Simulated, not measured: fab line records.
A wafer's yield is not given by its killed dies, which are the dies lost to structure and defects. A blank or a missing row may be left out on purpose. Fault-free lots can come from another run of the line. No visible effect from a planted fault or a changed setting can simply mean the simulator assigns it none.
fab line records	flow rit-cmos
record: lots: 6	wafers: 18	last-day: 7
route steps=202 shown PSD@150 SDANNEAL@153 NSD@158 PLDD@159 NLDD@160 SILICIDE@161 M1@202
lots that met no fault: taken from a fault-free run of the same line
start-h: hours from the record's opening day to when the first of the lot's shown wafers began	wait-h: time in hours since the lot's previous step	" as in the row above	L1.1+2: several wafers, shown together as one row	- no value, or no start given	* or withheld: withheld	< > ~ a bound
route shown NAME@n: NAME is a module with steps in the file, n the number in the route of the first one	usual: mean and standard deviation over wafers with no fault	same: alike in all rows	chamber/n: place in a boat	sites: per-site readings	_std_site: standard deviation of those values	_edge_site: inner sites' mean taken away from outer sites' mean	radius-mm: for every site, how far away it sits from the centre of the wafer	mask NAME#n: copy n	behind: tool/chamber where the wafer was last shaped	hold: why the lot was held/for how many hours/how that ended	device: names the non-switching transistor (n, p or np)	end of line: the same wafers' tests at the end of the route	a step given without rows: its recipe and nothing more	killed: dies that structure and defects cost at the first sort, which is not the same as the wafer's yield	map: the dies of a wafer, with x for killed, . for not killed, _ for no die there
set.NAME: the setting as run; set.NAME@STEP: as run at that earlier step	model.NAME: the simulator's own value behind a step, which no gauge read
a table for each step, a row for each wafer; lots at some steps of the route
services: a tool's chamber out of use, with start hour (start-h, from the record's first day; less than 0 if before it), hours out, and reason
== steps ==
step: RIT_PSD_IMPLANT_08
recipe: species: BF2	energy-kev: 27	dose-cm2: 5e+15	tilt-deg: 7
step: RIT_PSD_STRIP_09
recipe: chemistry: O2	time-s: 180	resist: NOVOLAK	platen-temp-c: withheld	power-w: 500	pressure-mtorr: 4000	o2-flow-sccm: 4000
usual: drypump-motor-current-A: 5.87/0.26
lot.wafer	tool	chamber	start-h	wait-h	drypump-motor-current-A	rf-hours-counter-h
L541.1	plasma-asher-03	1	61.52	0.1	6.03	41
L541.4	"	0	"	"	6.09	-
L541.5	"	0	"	"	6.10	-
L545.2	plasma-asher-04	1	79.26	0.1	5.78	46
L545.4	"	1	"	"	5.80	-
L545.6	"	0	"	"	5.73	-
L548.1	plasma-asher-01	0	96.30	0.1	5.40	43
L548.2	"	1	"	"	6.13	43
L548.3	"	0	"	"	5.40	-
L558.2	plasma-asher-03	1	145.36	0.1	6.06	52
L558.4	"	0	"	"	6.08	-
L558.6	"	0	"	"	6.10	-
L560.1	plasma-asher-03	0	155.99	0.1	6.12	53
L560.2	"	1	"	"	5.99	53
L560.4	"	1	"	"	5.99	-
L561.2	plasma-asher-03	0	161.22	0.1	6.11	53
L561.5	"	0	"	"	6.13	-
L561.6	"	1	"	"	5.96	-
step: RIT_PSD_TW_MEAS_10
usual: PSD_TW: 3452/21
lot.wafer	tool	chamber	start-h	wait-h	PSD_TW
L541.1	film-metro-03	-	61.70	0.1	3444
L541.4	"	-	"	"	3444
L541.5	"	-	"	"	3417
L545.2	film-metro-01	-	79.45	0.1	3463
L545.4	"	-	"	"	3474
L545.6	"	-	"	"	3474
L548.1	film-metro-01	-	96.47	0.1	3471
L548.2	"	-	"	"	3479
L548.3	"	-	"	"	3472
L558.2	film-metro-02	-	145.55	0.1	3456
L558.4	"	-	"	"	3437
L558.6	"	-	"	"	3426
L560.1	film-metro-03	-	156.17	0.1	3447
L560.2	"	-	"	"	3453
L560.4	"	-	"	"	3436
L561.2	film-metro-01	-	161.40	0.1	3485
L561.5	"	-	"	"	3461
L561.6	"	-	"	"	3442
step: RIT_SDANNEAL_CLEAN_00
recipe: chemistry: SC1	mix: 3:3:50	time-s: 600	temp-c: 75
step: RIT_SDANNEAL_CLEAN_01
recipe: chemistry: dHF	dilution: 50:1	time-s: 30
step: RIT_SDANNEAL_CLEAN_02
recipe: chemistry: SC2	mix: 3:3:50	time-s: 600	temp-c: 75	dry: n2-spin
step: RIT_SDANNEAL_RTA_03
recipe: temp-c: 1050	time-s: 5	idle-temp-c: 600	ramp-up-c-per-s: 342	ramp-down-c-per-s: 171	cool-to-c: 600	ambient: N2
usual: ramp-up-c-per-s: 341.99/0.057	wafer_temp_C_max: 1053.4/1.1
lot.wafer	tool	chamber	start-h	wait-h	ramp-up-c-per-s	wafer_temp_C_max
L541.1	rtp-anneal-02	0	62.14	0.0	341.95	1052.1
L541.4	"	0	"	"	341.99	1054.7
L541.5	"	0	"	"	342.02	1055.3
L545.2	rtp-anneal-02	0	79.87	0.0	342.00	1051.2
L545.4	"	0	"	"	342.05	1052.9
L545.6	"	0	"	"	342.10	1053.4
L548.1	rtp-anneal-01	0	96.90	0.0	342.00	1053.2
L548.2	"	0	"	"	341.94	1054.6
L548.3	"	0	"	"	341.99	1053.2
L558.2	rtp-anneal-01	0	145.99	0.0	342.02	1053.2
L558.4	"	0	"	"	342.02	1054.4
L558.6	"	0	"	"	342.00	1052.8
L560.1	rtp-anneal-01	0	156.63	0.0	342.05	1052.3
L560.2	"	0	"	"	342.04	1053.0
L560.4	"	0	"	"	341.97	1053.8
L561.2	rtp-anneal-02	0	161.83	0.0	341.93	1053.9
L561.5	"	0	"	"	341.98	1054.7
L561.6	"	0	"	"	342.06	1052.6
step: RIT_SDANNEAL_RS_MEAS_04
recipe: thk-meas-gauge: four-point-probe
usual: PSD_RS: 115.87/0.26
lot.wafer	tool	chamber	start-h	wait-h	PSD_RS[ohm/sq]
L541.1	film-metro-02	-	62.20	0.0	116.00
L541.4	"	-	"	"	115.67
L541.5	"	-	"	"	115.95
L545.2	film-metro-03	-	79.94	0.1	115.97
L545.4	"	-	"	"	115.64
L545.6	"	-	"	"	115.65
L548.1	film-metro-02	-	96.96	0.0	115.59
L548.2	"	-	"	"	116.20
L548.3	"	-	"	"	115.78
L558.2	film-metro-03	-	146.06	0.1	116.06
L558.4	"	-	"	"	115.85
L558.6	"	-	"	"	115.70
L560.1	film-metro-02	-	156.69	0.0	116.07
L560.2	"	-	"	"	115.82
L560.4	"	-	"	"	115.61
L561.2	film-metro-03	-	161.90	0.1	115.72
L561.5	"	-	"	"	116.03
L561.6	"	-	"	"	115.95
step: RIT_SDANNEAL_RS_MEAS_05
recipe: thk-meas-gauge: four-point-probe
usual: NSD_RS: 84.7/0.32
lot.wafer	tool	chamber	start-h	wait-h	NSD_RS[ohm/sq]
L541.1	film-metro-02	-	62.32	0.1	84.7
L541.4	"	-	"	"	84.8
L541.5	"	-	"	"	84.8
L545.2	film-metro-03	-	80.06	0.1	84.8
L545.4	"	-	"	"	84.0
L545.6	"	-	"	"	84.3
L548.1	film-metro-02	-	97.08	0.1	85.0
L548.2	"	-	"	"	85.2
L548.3	"	-	"	"	85.1
L558.2	film-metro-03	-	146.18	0.1	84.0
L558.4	"	-	"	"	84.4
L558.6	"	-	"	"	84.1
L560.1	film-metro-02	-	156.81	0.1	84.3
L560.2	"	-	"	"	84.2
L560.4	"	-	"	"	83.8
L561.2	film-metro-03	-	162.02	0.1	84.7
L561.5	"	-	"	"	84.6
L561.6	"	-	"	"	84.6
step: RIT_SDANNEAL_RS_MEAS_06
recipe: thk-meas-gauge: four-point-probe
usual: PLDD_RS: 178.6/0.54
lot.wafer	tool	chamber	start-h	wait-h	PLDD_RS[ohm/sq]
L541.1	film-metro-02	-	62.44	0.1	178.7
L541.4	"	-	"	"	177.8
L541.5	"	-	"	"	178.4
L545.2	film-metro-03	-	80.18	0.1	179.3
L545.4	"	-	"	"	178.5
L545.6	"	-	"	"	179.0
L548.1	film-metro-02	-	97.20	0.1	178.6
L548.2	"	-	"	"	179.5
L548.3	"	-	"	"	179.4
L558.2	film-metro-03	-	146.30	0.1	179.4
L558.4	"	-	"	"	179.9
L558.6	"	-	"	"	179.3
L560.1	film-metro-02	-	156.93	0.1	179.2
L560.2	"	-	"	"	178.3
L560.4	"	-	"	"	178.1
L561.2	film-metro-03	-	162.14	0.1	178.7
L561.5	"	-	"	"	178.4
L561.6	"	-	"	"	178.5
step: RIT_SDANNEAL_RS_MEAS_07
recipe: thk-meas-gauge: four-point-probe
usual: NLDD_RS: 151.8/0.47
lot.wafer	tool	chamber	start-h	wait-h	NLDD_RS[ohm/sq]
L541.1	film-metro-02	-	62.56	0.1	151.8
L541.4	"	-	"	"	151.1
L541.5	"	-	"	"	151.4
L545.2	film-metro-03	-	80.30	0.1	151.9
L545.4	"	-	"	"	152.3
L545.6	"	-	"	"	152.2
L548.1	film-metro-02	-	97.32	0.1	151.6
L548.2	"	-	"	"	150.8
L548.3	"	-	"	"	151.9
L558.2	film-metro-03	-	146.42	0.1	152.1
L558.4	"	-	"	"	151.4
L558.6	"	-	"	"	151.5
L560.1	film-metro-02	-	157.05	0.1	151.5
L560.2	"	-	"	"	151.2
L560.4	"	-	"	"	151.3
L561.2	film-metro-03	-	162.26	0.1	151.4
L561.5	"	-	"	"	151.6
L561.6	"	-	"	"	152.1
step: RIT_SILICIDE_WET_ETCH_00
recipe: chemistry: BOE	target: SiO2	target-depth-nm: 14	time-s: 15	dry: n2-spin	dilution: 10:1	temp-c: 21.5
step: RIT_SILICIDE_SPUTTER_01
recipe: material: Ti	target-thk-nm: 30	power-w: 350	chamber-pressure-pa: 0.6897	gas: Ar	time-s: 240	substrate-temp-c: 25
usual: throttle-valve-pct: 29.8/1.1
lot.wafer	tool	chamber	start-h	wait-h	throttle-valve-pct	model.Ti_of_SILICIDE_SPUTTER_01.thk-nm
L541.1	pvd-sputter-02	-	62.69	0.0	29.8	30.31
L541.4	"	-	"	"	31.5	30.29
L541.5	"	-	"	"	30.1	30.16
L545.2	pvd-sputter-02	-	80.42	0.0	31.5	29.63
L545.4	"	-	"	"	28.5	29.78
L545.6	"	-	"	"	29.8	29.64
L548.1	pvd-sputter-04	-	97.45	0.0	30.0	28.99
L548.2	"	-	"	"	28.0	29.4
L548.3	"	-	"	"	29.3	29.42
L558.2	pvd-sputter-04	-	146.54	0.0	28.0	27.42
L558.4	"	-	"	"	29.8	27
L558.6	"	-	"	"	29.6	27.17
L560.1	pvd-sputter-04	-	157.18	0.0	29.6	26.08
L560.2	"	-	"	"	27.9	26.31
L560.4	"	-	"	"	29.7	25.99
L561.2	pvd-sputter-02	-	162.37	0.0	31.6	30.09
L561.5	"	-	"	"	28.5	30.12
L561.6	"	-	"	"	31.5	30.13
step: RIT_SILICIDE_RS_MEAS_02
recipe: thk-meas-gauge: four-point-probe	reads: Ti_of_SILICIDE_SPUTTER_01
usual: SILICIDE_TI_RS: 51.7/0.81
lot.wafer	tool	chamber	start-h	wait-h	SILICIDE_TI_RS[ohm/sq]
L541.1	film-metro-03	-	62.84	0.1	50.3
L541.4	"	-	"	"	50.3
L541.5	"	-	"	"	50.6
L545.2	film-metro-04	-	80.59	0.1	51.9
L545.4	"	-	"	"	51.5
L545.6	"	-	"	"	51.7
L548.1	film-metro-01	-	97.60	0.1	53.4
L548.2	"	-	"	"	52.3
L548.3	"	-	"	"	52.2
L558.2	film-metro-04	-	146.71	0.1	57.1
L558.4	"	-	"	"	58.2
L558.6	"	-	"	"	57.8
L560.1	film-metro-01	-	157.34	0.1	61.0
L560.2	"	-	"	"	60.3
L560.4	"	-	"	"	61.3
L561.2	film-metro-04	-	162.54	0.1	50.8
L561.5	"	-	"	"	50.7
L561.6	"	-	"	"	50.8
step: RIT_SILICIDE_THK_MEAS_03
recipe: thk-meas-gauge: xrf	reads: Ti_of_SILICIDE_SPUTTER_01
usual: SILICIDE_TI_THK: 29.4/0.37
lot.wafer	tool	chamber	start-h	wait-h	SILICIDE_TI_THK[nm]
L541.1	film-metro-03	-	62.96	0.1	30.3
L541.4	"	-	"	"	30.3
L541.5	"	-	"	"	30.0
L545.2	film-metro-04	-	80.70	0.1	29.4
L545.4	"	-	"	"	29.4
L545.6	"	-	"	"	29.2
L548.1	film-metro-01	-	97.72	0.1	29.0
L548.2	"	-	"	"	29.3
L548.3	"	-	"	"	29.4
L558.2	film-metro-04	-	146.82	0.1	27.1
L558.4	"	-	"	"	26.6
L558.6	"	-	"	"	26.9
L560.1	film-metro-01	-	157.46	0.1	25.9
L560.2	"	-	"	"	26.2
L560.4	"	-	"	"	25.8
L561.2	film-metro-04	-	162.65	0.1	29.9
L561.5	"	-	"	"	29.9
L561.6	"	-	"	"	29.8
step: RIT_SILICIDE_RTA_04
recipe: temp-c: 650	time-s: 10	idle-temp-c: 25	ramp-up-s: 5	ramp-down-s: 5	cool-to-c: 25	ambient: N2
usual: wafer_temp_C_max: 652.6/1.3
lot.wafer	tool	chamber	start-h	wait-h	wafer_temp_C_max
L541.1	rtp-anneal-02	0	63.02	0.1	651.5
L541.4	"	0	"	"	651.7
L541.5	"	0	"	"	651.9
L545.2	rtp-anneal-02	0	80.76	0.1	651.2
L545.4	"	0	"	"	651.1
L545.6	"	0	"	"	651.2
L548.1	rtp-anneal-02	0	97.78	0.1	652.0
L548.2	"	0	"	"	652.2
L548.3	"	0	"	"	652.4
L558.2	rtp-anneal-02	0	146.88	0.1	652.1
L558.4	"	0	"	"	651.8
L558.6	"	0	"	"	652.8
L560.1	rtp-anneal-02	0	157.52	0.1	651.6
L560.2	"	0	"	"	651.9
L560.4	"	0	"	"	651.9
L561.2	rtp-anneal-01	0	162.71	0.1	654.3
L561.5	"	0	"	"	654.5
L561.6	"	0	"	"	654.9
step: RIT_M1_PROBE_99
usual: killed_at_M0_to_M3: 0.0/0.2	killed-at-contacts: 0.1/0.32	killed-at-front-end: 6.7/2.9	killed-dies: 6.8/2.9	killed-open: 3.3/1.7	killed-short: 3.4/2.1
same: gross-dies: 264	killed_at_M4_up: 0	killed-at-back-side: 0	killed-at-other: 0
lot.wafer	tool	chamber	start-h	wait-h	killed_at_M0_to_M3	killed-at-contacts	killed-at-front-end	killed-dies	killed-open	killed-short	model.etest.npoly-line.line-ohm-um	model.etest.ppoly-line.line-ohm-um	model.etest.contact-nplus.end-ohm-um	model.etest.contact-pplus.end-ohm-um	model.etest.npoly-line.rs-ohm-sq	model.etest.ppoly-line.rs-ohm-sq	model.etest.npoly-sal.rs-ohm-sq	model.etest.ppoly-sal.rs-ohm-sq
L541.1	prober-02	-	72.85	0.1	0	0	3	3	2	1	169.4	161.6	41.17	45.44	16.74	16.33	4.298	4.281
L541.4	prober-02	-	73.00	0.2	0	0	5	5	2	3	175	167.6	43.11	45.7	16.91	16.38	4.33	4.267
L541.5	prober-02	-	73.05	0.2	0	0	2	2	0	2	164.2	160.9	41.21	44.59	16.9	16.62	4.329	4.268
L545.2	prober-02	-	87.58	0.1	0	0	9	9	4	5	171	165.6	41.42	41.91	17.06	16.55	4.42	4.398
L545.4	prober-02	-	87.68	0.2	0	0	6	6	4	2	169.8	163.1	42.22	42.01	17.24	16.64	4.361	4.349
L545.6	prober-02	-	87.78	0.2	0	0	7	7	4	3	170.6	165	41.6	41.98	17.11	16.66	4.445	4.404
L548.1	prober-01	-	104.19	0.1	0	1	8	9	5	4	164.9	158.1	42.36	41.94	17.35	16.85	4.509	4.45
L548.2	prober-01	-	104.24	0.1	0	0	6	6	1	5	162.6	155.2	42.2	43.57	17.31	16.74	4.478	4.437
L548.3	prober-01	-	104.29	0.2	0	0	1	1	1	0	164.4	158.7	42.67	43.19	17.1	16.61	4.412	4.386
L558.2	prober-01	-	154.39	0.1	1	0	6	7	4	2	176.9	171	37.19	41.02	18.18	17.73	4.748	4.669
L558.4	prober-01	-	154.49	0.2	0	0	2	2	2	0	191.8	181.6	38.76	40.86	18.6	17.93	4.728	4.717
L558.6	prober-01	-	154.59	0.2	1	0	6	7	1	5	181.3	171.9	38.18	41.55	18.34	17.84	4.784	4.718
L560.1	prober-01	-	165.07	0.1	0	0	7	7	5	2	178.7	171.9	36.7	39.46	19.02	18.27	4.925	4.901
L560.2	prober-01	-	165.12	0.1	0	0	5	5	3	2	174.2	167.8	36.64	40.02	18.56	18.07	4.866	4.838
L560.4	prober-01	-	165.22	0.2	0	0	7	7	2	5	175.9	166	35.44	40	18.92	18.14	4.914	4.88
L561.2	prober-02	-	169.48	0.1	0	0	5	5	3	2	168.9	161.6	42.94	45.3	17.02	16.44	4.339	4.277
L561.5	prober-02	-	169.63	0.2	0	0	5	5	4	1	165.7	160.3	41.7	45.04	17	16.51	4.276	4.318
L561.6	prober-02	-	169.68	0.2	0	0	5	5	2	3	167.9	164	42.71	44.97	16.96	16.49	4.366	4.321
killed by level:class
L541.1 FOX1:geometric-particle:short=1 GATE:geometric-particle:open=1 SILICIDE:geometric-particle:open=1
L541.4 FOX1:geometric-particle:short=2 GATE:geometric-particle:short=1 GATE:geometric-particle:open=1 SPACER:geometric-particle:open=1
L541.5 SPACER:geometric-particle:short=1 SILICIDE:geometric-particle:short=1
L545.2 GATE:geometric-particle:short=5 GATE:geometric-particle:open=2 SILICIDE:geometric-particle:open=2
L545.4 GATE:geometric-particle:open=3 FOX1:geometric-particle:short=1 GATE:geometric-particle:short=1 SILICIDE:geometric-particle:open=1
L545.6 SPACER:geometric-particle:open=2 FOX2:geometric-particle:open=1 GATE:geometric-particle:open=1 GATE:geometric-particle:short=1 SPACER:geometric-particle:short=1 SILICIDE:geometric-particle:short=1
L548.1 FOX1:geometric-particle:short=2 FOX1:geometric-particle:open=2 SPACER:geometric-particle:open=2 ACTIVE:geometric-particle:open=1 REOX:geometric-particle:short=1 CONTACT:geometric-particle:short=1
L548.2 FOX1:geometric-particle:short=3 SPACER:geometric-particle:short=2 FOX1:geometric-particle:open=1
L548.3 FOX2:geometric-particle:open=1
L558.2 REOX:geometric-particle:open=2 FOX1:geometric-particle:short=1 GATE:geometric-particle:open=1 SPACER:geometric-particle:open=1 SILICIDE:geometric-particle:short=1 M1:coat-microbubble-printed=1
L558.4 GATE:geometric-particle:open=2
L558.6 GATE:geometric-particle:short=4 FOX1:geometric-particle:short=1 GATE:geometric-particle:open=1 M1:coat-microbubble-printed=1
L560.1 FOX1:geometric-particle:open=2 FOX1:geometric-particle:short=1 GATE:geometric-particle:open=1 REOX:geometric-particle:short=1 REOX:geometric-particle:open=1 SPACER:geometric-particle:open=1
L560.2 GATE:geometric-particle:open=2 GATE:geometric-particle:short=1 REOX:geometric-particle:short=1 SPACER:geometric-particle:open=1
L560.4 GATE:geometric-particle:short=2 FOX1:geometric-particle:short=1 GATE:geometric-particle:open=1 REOX:geometric-particle:short=1 SPACER:geometric-particle:short=1 SPACER:geometric-particle:open=1
L561.2 SILICIDE:geometric-particle:open=2 FOX1:geometric-particle:open=1 GATE:geometric-particle:short=1 REOX:geometric-particle:short=1
L561.5 FOX2:geometric-particle:open=2 GATE:geometric-particle:short=1 SPACER:geometric-particle:open=1 SILICIDE:geometric-particle:open=1
L561.6 FOX1:geometric-particle:short=1 GATE:geometric-particle:short=1 SPACER:geometric-particle:short=1 SPACER:geometric-particle:open=1 SILICIDE:geometric-particle:open=1
== services ==
tool	chamber	start-h	hours	kind
rtp-anneal-01	-	37.93	58.4	pm
pvd-sputter-02	-	43.34	7.5	repair
plasma-asher-01	-	74.94	15.6	pm
pvd-sputter-04	-	103.01	4.5	repair
plasma-asher-01	-	106.05	2.8	repair
plasma-asher-04	-	108.81	9.0	pm
plasma-asher-04	0	108.81	9.0	vent-cycle
plasma-asher-04	1	108.81	9.0	vent-cycle
plasma-asher-04	0	117.81	-	clean
plasma-asher-04	1	117.81	-	clean
plasma-asher-04	-	153.94	2.8	pm
== key ==
first-sign: step: RIT_SILICIDE_RS_MEAS_02	reading: SILICIDE_TI_RS	direction: up	sigmas: 9.4	usual: 51.7	struck: 59.3
effect: step: RIT_SILICIDE_THK_MEAS_03	reading: SILICIDE_TI_THK	direction: down	sigmas: 8.1	usual: 29.4	struck: 26.4
model-effect: step: RIT_SILICIDE_SPUTTER_01	value: Ti_of_SILICIDE_SPUTTER_01.thk-nm	without: 29.63	struck: 26.66
model-effect: step: RIT_M1_PROBE_99	value: etest.npoly-line.line-ohm-um	without: 169.6	struck: 179.8
met-at RIT_SILICIDE_SPUTTER_01
struck-wafers L558.2,L558.4,L558.6,L560.1,L560.2,L560.4
tester-left-out L558,L560
onset-between 97.45 146.54
also-fits RIT_SDANNEAL_RTA_03:rtp-anneal-01
fault: kind: process-parameter-drift	tool: pvd-sputter-04	chamber: -	onset-h: 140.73	steps: RIT_SILICIDE_SPUTTER_01	channel: target-thk-nm	offset: -3	shape: step	end-h: 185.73	acts-in: these-recipes-only	stated: 30
tester-left-out: of these lots the tester's yield and bins aren't shown, on N5 and GAA mostly nor the transistor test; their killed dies are dies lost to structure and defects alone, not to doping, threshold or leakage, so they don't give the yield
